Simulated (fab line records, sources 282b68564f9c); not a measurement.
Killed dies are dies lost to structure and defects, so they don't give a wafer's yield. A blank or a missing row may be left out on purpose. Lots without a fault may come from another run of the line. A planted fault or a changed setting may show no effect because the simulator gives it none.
fab line records | flow rit_cmos
record lots=5 wafers=15 last_day=8
route steps=202 shown CONTACT@172 M1@184
lots that met no fault: from a run of the same line without faults
start_h: hours from the record's first day to the start of the lot's first wafer shown | wait_h: hours since the lot's step before | " the same as in the row above | L1.1+2: a row that stands for several wafers | - no value, or no start given | * or withheld: withheld | < > ~ a bound
route shown NAME@n: a module of which the file shows steps, and the number in the route of the first | usual: mean/standard deviation of fault-free wafers | same: alike in all rows | chamber/n: place in a boat | sites: the reading at each site | _std_site: their standard deviation | _edge_site: outer sites' mean less inner sites' | radius_mm: how far each site lies from the wafer's centre | mask NAME#n: copy n | behind: the tool/chamber that last shaped the wafer | hold: why the lot was held/for how many hours/how that ended | device: the transistor (n, p or np) that didn't switch | end of line: the same wafers' tests at the end of the route | a step without rows: its recipe alone | killed: dies lost to structure and defects at the first sort, not the wafer's yield | map: a wafer's dies, x killed, . not, _ none there
set.NAME: the setting as run; set.NAME@STEP: as run at that earlier step | model.NAME: the simulator's own value behind a step, which no gauge read
lots at some steps of the route; a table a step, a row a wafer
services: from which hour (start_h, from the record's first day; less than 0 if before it) a tool's chamber was out of use, for how many hours, and why
## steps
# step RIT_CONTACT_SOFTBAKE_04
# recipe resist=NOVOLAK temp_c=90 time_s=60
# step RIT_CONTACT_EXPOSE_05
# recipe mask_id=M11 na=0.6 source_shape=conventional sigma_outer=0.5 target_cd_nm=1000 dose_mj=250
# step RIT_CONTACT_PEB_06
# recipe resist=NOVOLAK temp_c=withheld time_s=withheld
# step RIT_CONTACT_DEVELOP_07
# recipe resist=NOVOLAK develop_time_s=120 dev_temp_c=23
# step RIT_CONTACT_CD_MEAS_08
# recipe target_cd_nm=1000
# usual cd_nm=999.4/1.8
# columns lot.wafer tool chamber start_h wait_h cd_nm
L714.3 cd_sem-01 - 85.27 - 997.7
L714.4 " - " " 997.5
L714.5 " - " " 999.9
L720.3 cd_sem-01 - 103.44 - 1002.0
L720.4 " - " " 999.0
L720.5 " - " " 1001.1
L725.4 cd_sem-01 - 130.55 - 999.5
L725.5 " - " " 1001.0
L725.6 " - " " 999.1
L731.2 cd_sem-01 - 168.63 - 998.3
L731.3 " - " " 1000.3
L731.4 " - " " 999.2
L732.1 cd_sem-01 - 177.82 - 1000.0
L732.2 " - " " 997.6
L732.3 " - " " 997.0
# step RIT_CONTACT_OVL_MEAS_09
# usual CONTACT_OVL=0.6/1.4
# columns lot.wafer tool chamber start_h wait_h CONTACT_OVL[nm]
L714.3 overlay-01 - 85.36 0.1 3.1
L714.4 " - " " 3.7
L714.5 " - " " 3.8
L720.3 overlay-02 - 103.53 0.1 -0.9
L720.4 " - " " -0.3
L720.5 " - " " 0.1
L725.4 overlay-01 - 130.62 0.1 0.8
L725.5 " - " " 2.6
L725.6 " - " " 2.3
L731.2 overlay-01 - 168.74 0.1 -0.8
L731.3 " - " " 1.2
L731.4 " - " " -0.3
L732.1 overlay-01 - 177.94 0.1 1.6
L732.2 " - " " 1.1
L732.3 " - " " -0.1
# step RIT_CONTACT_HARDBAKE_10
# recipe resist=NOVOLAK temp_c=140 time_s=60
# step RIT_CONTACT_ETCH_11
# recipe target_depth_a=4800 over_etch_frac=0.2 stop_on=TiSi2 chemistry=CHF3/CF4/Ar target=SiO2 CHF3_flow_sccm=50 cf4_flow_sccm=10 Ar_flow_sccm=100 O2_flow_sccm=5 pressure_mtorr=100 rf_w=200 time_s=320
# usual drypump_motor_current_A=5.7/0.48 oes_product_au=0.988/0.016 throttle_valve_pct=8.86/0.11
# columns lot.wafer tool chamber start_h wait_h drypump_motor_current_A oes_product_au rf_hours_counter_h throttle_valve_pct
L714.3 rie_diel-04 2 85.53 0.1 6.2 0.993 9 8.81
L714.4 " 3 " " 6.2 1.011 2 8.97
L714.5 " 3 " " 6.2 0.999 - 8.99
L720.3 rie_diel-01 3 103.79 0.1 5.9 0.990 150 8.96
L720.4 " 2 " " 5.2 0.965 50 8.92
L720.5 " 1 " " 6.4 1.002 - 8.63
L725.4 rie_diel-02 2 130.79 0.1 5.6 0.974 96 8.87
L725.5 " 1 " " 5.8 0.973 - 8.68
L725.6 " 2 " " 5.6 0.979 - 8.88
L731.2 rie_diel-02 2 168.92 0.1 5.7 0.978 97 8.87
L731.3 " 1 " " 5.8 0.963 9 8.70
L731.4 " 0 " " 5.2 0.984 38 8.96
L732.1 rie_diel-04 1 178.15 0.1 6.4 0.999 93 8.84
L732.2 " 3 " " 6.2 1.008 4 8.96
L732.3 " 2 " " 6.2 0.989 11 8.81
# step RIT_CONTACT_STRIP_12
# recipe chemistry=O2 time_s=180 resist=NOVOLAK platen_temp_c=withheld power_w=500 pressure_mtorr=4000 o2_flow_sccm=4000
# usual drypump_motor_current_A=5.9/0.31 rf_refl_power_W=5.5/0.96
# columns lot.wafer tool chamber start_h wait_h drypump_motor_current_A rf_hours_counter_h rf_refl_power_W
L714.3 plasma_asher-03 0 85.78 0.2 6.0 - 6.2
L714.4 " 1 " " 6.0 - 4.2
L714.5 " 0 " " 6.0 - 6.0
L720.3 plasma_asher-02 0 104.05 0.2 5.5 - 4.4
L720.4 " 1 " " 5.6 - 5.6
L720.5 " 1 " " 5.6 - 5.7
L725.4 plasma_asher-04 0 131.04 0.2 6.2 - 5.5
L725.5 " 0 " " 6.2 - 5.5
L725.6 " 1 " " 6.3 - 7.0
L731.2 plasma_asher-03 0 169.12 0.1 6.0 5 5.9
L731.3 " 1 " " 5.9 - 4.3
L731.4 " 0 " " 6.0 - 6.1
L732.1 plasma_asher-04 0 178.34 0.1 6.2 53 5.3
L732.2 " 1 " " 6.3 53 7.0
L732.3 " 0 " " 6.2 - 5.4
# step RIT_CONTACT_CD_MEAS_90
# recipe target_cd_nm=1000
# usual cd_nm=999.3/1.8
# columns lot.wafer tool chamber start_h wait_h cd_nm
L714.3 cd_sem-02 - 85.94 0.1 996.9
L714.4 " - " " 997.7
L714.5 " - " " 1000.1
L720.3 cd_sem-02 - 104.20 0.1 1002.5
L720.4 " - " " 999.1
L720.5 " - " " 1001.1
L725.4 cd_sem-02 - 131.22 0.1 999.4
L725.5 " - " " 1000.5
L725.6 " - " " 999.0
L731.2 cd_sem-02 - 169.31 0.1 997.9
L731.3 " - " " 1000.0
L731.4 " - " " 998.6
L732.1 cd_sem-02 - 178.52 0.1 1000.3
L732.2 " - " " 997.4
L732.3 " - " " 996.9
# step RIT_CONTACT_CLEAN_13
# recipe chemistry=SC1 mix=3:3:50 time_s=600 temp_c=75
# step RIT_CONTACT_CLEAN_14
# recipe chemistry=SC2 mix=3:3:50 time_s=600 temp_c=75 dry=n2_spin
# step RIT_M1_SPUTTER_00
# recipe material=Al target_thk_nm=400 power_w=2000 chamber_pressure_pa=0.4 gas=Ar time_s=500 substrate_temp_c=25
# usual throttle_valve_pct=29.5/0.95
# columns lot.wafer tool chamber start_h wait_h throttle_valve_pct model.Al_of_M1_SPUTTER_00.thk_nm
L714.3 pvd_sputter-02 - 86.63 0.0 29.8 401.2
L714.4 " - " " 27.9 394.6
L714.5 " - " " 30.1 399.7
L720.3 pvd_sputter-02 - 104.63 0.0 30.6 394.5
L720.4 " - " " 27.9 397.2
L720.5 " - " " 29.8 401.9
L725.4 pvd_sputter-01 - 131.63 0.0 29.2 403.5
L725.5 " - " " 29.3 400.8
L725.6 " - " " 29.2 398.4
L731.2 pvd_sputter-01 - 169.78 0.0 29.1 383.8
L731.3 " - " " 28.2 406
L731.4 " - " " 28.8 402.9
L732.1 pvd_sputter-04 - 179.00 0.0 30.1 389.8
L732.2 " - " " 30.1 389.5
L732.3 " - " " 27.6 395.4
# step RIT_M1_RS_MEAS_01
# recipe thk_meas_gauge=four-point-probe reads=Al_of_M1_SPUTTER_00
# usual M1_AL_RS=0.0736/0.00083
# columns lot.wafer tool chamber start_h wait_h M1_AL_RS[ohm/sq]
L714.3 film_metro-03 - 86.96 0.2 0.0733
L714.4 " - " " 0.0744
L714.5 " - " " 0.0735
L720.3 film_metro-03 - 104.97 0.2 0.0746
L720.4 " - " " 0.0740
L720.5 " - " " 0.0731
L725.4 film_metro-04 - 131.99 0.2 0.0728
L725.5 " - " " 0.0734
L725.6 " - " " 0.0738
L731.2 film_metro-03 - 170.09 0.2 0.0766
L731.3 " - " " 0.0724
L731.4 " - " " 0.0729
L732.1 film_metro-03 - 179.30 0.1 0.0753
L732.2 " - " " 0.0756
L732.3 " - " " 0.0743
# step RIT_M1_THK_MEAS_02
# recipe thk_meas_gauge=xrf reads=Al_of_M1_SPUTTER_00
# usual M1_AL_THK=402/5
# columns lot.wafer tool chamber start_h wait_h M1_AL_THK[nm]
L714.3 film_metro-03 - 87.06 0.1 407
L714.4 " - " " 401
L714.5 " - " " 405
L720.3 film_metro-03 - 105.07 0.1 397
L720.4 " - " " 400
L720.5 " - " " 406
L725.4 film_metro-04 - 132.08 0.1 409
L725.5 " - " " 405
L725.6 " - " " 403
L731.2 film_metro-03 - 170.20 0.1 388
L731.3 " - " " 412
L731.4 " - " " 408
L732.1 film_metro-03 - 179.42 0.1 396
L732.2 " - " " 396
L732.3 " - " " 401
# step RIT_M1_HMDS_03
# recipe prime_time_s=60 prime_temp_c=140
# step RIT_M1_COAT_04
# recipe resist=NOVOLAK spin_rpm=2000 resist_thk_nm=1300
# step RIT_M1_SOFTBAKE_05
# recipe resist=NOVOLAK temp_c=90 time_s=60
# step RIT_M1_EXPOSE_06
# recipe mask_id=M12 na=0.6 source_shape=conventional sigma_outer=0.5 target_cd_nm=2600 dose_mj=250
# step RIT_M1_PEB_07
# recipe resist=NOVOLAK temp_c=withheld time_s=withheld
# step RIT_M1_DEVELOP_08
# recipe resist=NOVOLAK develop_time_s=68 dev_temp_c=23
# step RIT_M1_CD_MEAS_09
# recipe target_cd_nm=2600
# usual cd_nm=2600.4/2.1
# columns lot.wafer tool chamber start_h wait_h cd_nm
L714.3 cd_sem-02 - 88.44 - 2602.6
L714.4 " - " " 2603.1
L714.5 " - " " 2602.9
L720.3 cd_sem-01 - 106.15 - 2597.3
L720.4 " - " " 2599.5
L720.5 " - " " 2596.6
L725.4 cd_sem-01 - 133.05 - 2605.0
L725.5 " - " " 2601.8
L725.6 " - " " 2602.0
L731.2 cd_sem-02 - 171.32 - 2603.8
L731.3 " - " " 2604.3
L731.4 " - " " 2604.9
L732.1 cd_sem-01 - 180.55 - 2598.9
L732.2 " - " " 2601.1
L732.3 " - " " 2600.5
# step RIT_M1_OVL_MEAS_10
# usual M1_OVL=-0.7/1.4
# columns lot.wafer tool chamber start_h wait_h M1_OVL[nm]
L714.3 overlay-02 - 88.53 0.1 -2.6
L714.4 " - " " -2.7
L714.5 " - " " 0.2
L720.3 overlay-01 - 106.24 0.1 -2.5
L720.4 " - " " -2.0
L720.5 " - " " -1.6
L725.4 overlay-01 - 133.12 0.1 -1.8
L725.5 " - " " -0.3
L725.6 " - " " -0.9
L731.2 overlay-02 - 171.42 0.1 0.9
L731.3 " - " " -2.0
L731.4 " - " " 1.6
L732.1 overlay-01 - 180.67 0.1 0.6
L732.2 " - " " 0.6
L732.3 " - " " 0.2
# step RIT_M1_HARDBAKE_11
# recipe resist=NOVOLAK temp_c=140 time_s=120
# step RIT_M1_METAL_ETCH_12
# recipe stop_on=SiO2 chemistry=Cl2/BCl3 target=Al time_s=165 over_etch_frac=0.5 pressure_mtorr=100 target_depth_a=6000 rf_w=250 Cl2_flow_sccm=60 bcl3_flow_sccm=50
# usual drypump_motor_current_A=5.7/0.57 oes_product_au=0.773/0.0099 throttle_valve_pct=8.30/0.14
# columns lot.wafer tool chamber start_h wait_h drypump_motor_current_A oes_product_au rf_hours_counter_h throttle_valve_pct model.etch.depth_nm model.M1.feature_depth_nm
L714.3 rie_metal-01 0 88.86 0.2 6.1 0.776 - 8.44 401.2 433.8
L714.4 " 1 " " 5.0 0.757 - 8.04 394.6 425.8
L714.5 " 0 " " 6.1 0.780 - 8.43 399.7 432.4
L720.3 rie_metal-03 0 106.57 0.2 5.7 0.762 - 8.41 394.5 426.9
L720.4 " 1 " " 5.8 0.778 - 8.25 397.2 430.8
L720.5 " 0 " " 5.7 0.766 - 8.41 401.9 434.4
L725.4 rie_metal-01 0 133.45 0.1 6.1 0.780 - 8.43 403.5 436
L725.5 " 1 " " 5.0 0.767 - 8.02 400.8 431.6
L725.6 " 0 " " 6.1 0.787 - 8.44 398.4 430.8
L731.2 rie_metal-04 0 171.70 0.2 6.5 0.765 2 8.34 383.8 417
L731.3 " 0 " " 6.5 0.788 - 8.35 406 438.9
L731.4 " 1 " " 4.9 0.762 - 8.34 402.9 434.9
L732.1 rie_metal-03 0 180.96 0.2 5.7 0.775 0 8.38 389.8 421.9
L732.2 " 1 " " 5.8 0.764 0 8.24 389.5 423.3
L732.3 " 1 " " 5.8 0.778 - 8.24 395.4 429.5
# step RIT_M1_STRIP_13
# recipe chemistry=nmp resist=NOVOLAK temp_c=80 time_s=600 dry=n2_spin
# step RIT_M1_PROBE_99
# usual defect_limited_yield=97.3/1.1 killed_at_contacts=0.0/0.2 killed_at_front_end=7/3 killed_dies=7/3 killed_open=3.4/1.8 killed_short=3.8/2.1 sort_bin_3_pad_short=0.2/0.27 sort_bin_5_function=1.5/0.8 sort_bin_6_memory=1.1/0.7 sort_n_pass=257/3 sort_yield_pct=97.3/1.1
# same gross_dies=264 killed_at_M0_to_M3=0 killed_at_M4_up=0 killed_at_back_side=0 killed_at_other=0
# columns lot.wafer tool chamber start_h wait_h defect_limited_yield[%] killed_at_contacts killed_at_front_end killed_dies killed_open killed_short sort_bin_3_pad_short[%] sort_bin_5_function[%] sort_bin_6_memory[%] sort_n_pass sort_yield_pct[%]
L720.3 prober-02 - 108.87 0.2 98.5 0 4 4 0 4 0 0.4 1.1 260 98.5
L720.4 prober-02 - 108.92 0.2 97.0 0 8 8 5 3 0.4 2.3 0.4 256 97.0
L720.5 prober-02 - 108.97 0.2 97.3 0 7 7 4 3 0.4 1.5 0.8 257 97.3
L731.2 prober-01 - 174.01 0.1 97.0 0 8 8 3 5 0.4 2.3 0.4 256 97.0
L731.3 prober-01 - 174.06 0.2 97.3 0 7 7 3 4 0.4 1.5 0.8 257 97.3
L731.4 prober-01 - 174.11 0.2 99.2 0 2 2 1 1 0 0 0.8 262 99.2
L732.1 prober-02 - 183.21 0.1 98.1 0 5 5 3 2 0 1.5 0.4 259 98.1
L732.2 prober-02 - 183.26 0.1 98.5 0 4 4 4 0 0 1.1 0.4 260 98.5
L732.3 prober-02 - 183.31 0.2 98.1 0 5 5 1 4 0.4 1.1 0.4 259 98.1
# killed by level:class
L720.3 FOX1:geometric_particle:short=1 REOX:geometric_particle:short=1 SPACER:geometric_particle:short=1 SILICIDE:geometric_particle:short=1
L720.4 GATE:geometric_particle:open=3 FOX1:geometric_particle:short=1 GATE:geometric_particle:short=1 REOX:geometric_particle:open=1 SPACER:geometric_particle:open=1 SILICIDE:geometric_particle:short=1
L720.5 GATE:geometric_particle:open=3 REOX:geometric_particle:short=2 GATE:geometric_particle:short=1 REOX:geometric_particle:open=1
L731.2 GATE:geometric_particle:short=3 FOX2:geometric_particle:open=1 GATE:geometric_particle:open=1 REOX:geometric_particle:short=1 REOX:geometric_particle:open=1 SILICIDE:geometric_particle:short=1
L731.3 GATE:geometric_particle:short=2 GATE:geometric_particle:open=2 REOX:geometric_particle:short=1 REOX:geometric_particle:open=1 SILICIDE:geometric_particle:short=1
L731.4 GATE:geometric_particle:short=1 GATE:geometric_particle:open=1
L732.1 SILICIDE:geometric_particle:open=2 GATE:geometric_particle:open=1 GATE:geometric_particle:short=1 SPACER:geometric_particle:short=1
L732.2 GATE:geometric_particle:open=3 FOX1:geometric_particle:open=1
L732.3 SILICIDE:geometric_particle:short=3 GATE:geometric_particle:short=1 SPACER:geometric_particle:open=1
## services
# columns tool chamber start_h hours kind
pvd_sputter-01 - 61.80 3.1 repair
plasma_asher-03 - 76.25 2.9 repair
plasma_asher-04 - 78.88 2.8 pm
plasma_asher-03 - 108.75 9.0 pm
plasma_asher-03 0 108.75 9.0 vent_cycle
plasma_asher-03 1 108.75 9.0 vent_cycle
pvd_sputter-04 - 113.84 1.0 repair
plasma_asher-03 - 116.03 0.7 repair
plasma_asher-03 0 117.75 - clean
plasma_asher-03 1 117.75 - clean
rie_diel-01 1 126.20 4.9 repair
rie_metal-03 - 136.12 20.0 pm
rie_metal-03 0 136.12 20.0 vent_cycle
rie_metal-03 1 136.12 20.0 vent_cycle
rie_diel-01 3 140.74 - clean
rie_diel-01 3 140.74 11.4 scheduled_down
rie_diel-01 3 140.74 11.4 vent_cycle
rie_diel-04 3 145.90 8.6 repair
rie_metal-03 0 156.12 - clean
rie_metal-03 1 156.12 - clean
rie_metal-03 1 165.57 9.7 repair
rie_diel-02 0 170.60 6.2 repair
## key
first_sign step=RIT_M1_RS_MEAS_01 reading=M1_AL_RS direction=up sigmas=3.6 usual=0.0736 struck=0.0766
effect none on later readings
model_effect step=RIT_M1_SPUTTER_00 value=Al_of_M1_SPUTTER_00.thk_nm without=403.5 struck=383.8
model_effect step=RIT_M1_METAL_ETCH_12 value=etch.depth_nm without=403.5 struck=383.8
met_at RIT_M1_SPUTTER_00
struck_wafers L731.2
onset_between 131.63 169.78
fault kind=process_parameter_drift tool=pvd_sputter-01 chamber=- onset_h=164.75 steps=RIT_M1_SPUTTER_00 channel=time_s offset=* shape=step end_h=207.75 acts_in=* stated=* scope=struck_wafers_only
